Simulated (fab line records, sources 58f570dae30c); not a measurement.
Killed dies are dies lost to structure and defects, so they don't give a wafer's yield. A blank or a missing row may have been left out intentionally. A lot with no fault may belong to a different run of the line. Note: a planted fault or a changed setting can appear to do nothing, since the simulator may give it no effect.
8D (eight disciplines) problem report, filled in by code ; flow berkeleyCmos170 ; the parts of the form that need people (team, actions taken, sign-off) are left out

1. THE PROBLEM
At UCB170_NLDD_CD_MEAS_06, cdNm averages 1237.6 nm over 6 wafers from 2 lots, while fault-free wafers read 1199.6 nm, standard deviation 1.3. Measured from the usual mean, that is +29 standard deviations.
The step: target cd 1200 nm.
The first sign was on wafer L102.1 at day 11 11:32, on cdSem-01. Wafers with a number at this step in the record: 42, from 14 lots. By rule, "out" or "out of limits" means more than 4 standard deviations away from the usual mean. Any other wafer with a number is counted as sound.

2. WHAT IT IS, AND WHAT IT ISN'T
question;is;is not
which readings at this step;cdNm;-
which lots;L102, L103;L980, L981, L982, L983, L984, L986, L987, L988, L990, L992, L994, L998
which wafers of those lots;all that have a number;-
read on which gauges;cdSem-01;cdSem-02
when;from day 11 11:32;up to then (36 sound wafers)

3. SUSPECTS, AND WHAT RULES EACH OUT
Counting: a tool at a process step up to the reading stays a suspect if it ran every lot that is out and no sound lot after the first of them.
- the gauge at UCB170_NLDD_CD_MEAS_06: ruled out. All the wafers that are out were read on cdSem-01, but those of them that UCB170_NLDD_PEB_04 has rows for are out there too, on other tools.
- lithoTrack-04 at UCB170_NLDD_PEB_04: kept. All lots that are out passed through it, beginning with L102 at day 11 11:16, and no sound lot followed; its final sound lot before that point was L992 at day 9 00:40. Its own readings are out on those wafers: heaterPowerTotalW, plateTempC.
After counting, what remains is lithoTrack-04 at UCB170_NLDD_PEB_04.

4. THE CAUSE (what the simulator had put in)
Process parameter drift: lithoTrack-04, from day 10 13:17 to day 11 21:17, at UCB170_NLDD_PEB_04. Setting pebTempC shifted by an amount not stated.
After counting, this tool was the only one left.

5. THE CHAIN OF EFFECTS, in route order
Rows list readings where the struck wafers' mean (over those with a number) sits beyond 3 standard deviations from the usual. Scope: only readings with a usual standard deviation given in the record; hours: median across lots of the time from each lot's start at the first step in this table that gives one to its start at this step; sigmas: change in usual standard deviations.
hours;step;reading;usual;on struck wafers;change;sigmas
0;UCB170_NLDD_PEB_04;heaterPowerTotalW;56.79 W;61.26;+4.47;+99 or more
0;UCB170_NLDD_PEB_04;plateTempC;130.03 C;137.82;+7.79;+56
0;UCB170_NLDD_CD_MEAS_06;cdNm;1199.6 nm;1237.6;+38.0;+29
Here are the process steps it includes:
- UCB170_NLDD_PEB_04

6. WHAT WOULD HAVE CAUGHT IT SOONER
22 hours passed between the start of the fault at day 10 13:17 and the first reading out of limits at a measuring or inspecting step in this record, taken at day 11 11:32.
The tool's own readings at UCB170_NLDD_PEB_04 were out on every struck wafer that the step has a row for (heaterPowerTotalW, plateTempC): an alarm limit on them would have fired on the first of those.
Lots out: 2; all had begun UCB170_NLDD_PEB_04 on lithoTrack-04 by day 11 11:32. Holding the tool at that point would not have protected any of them.
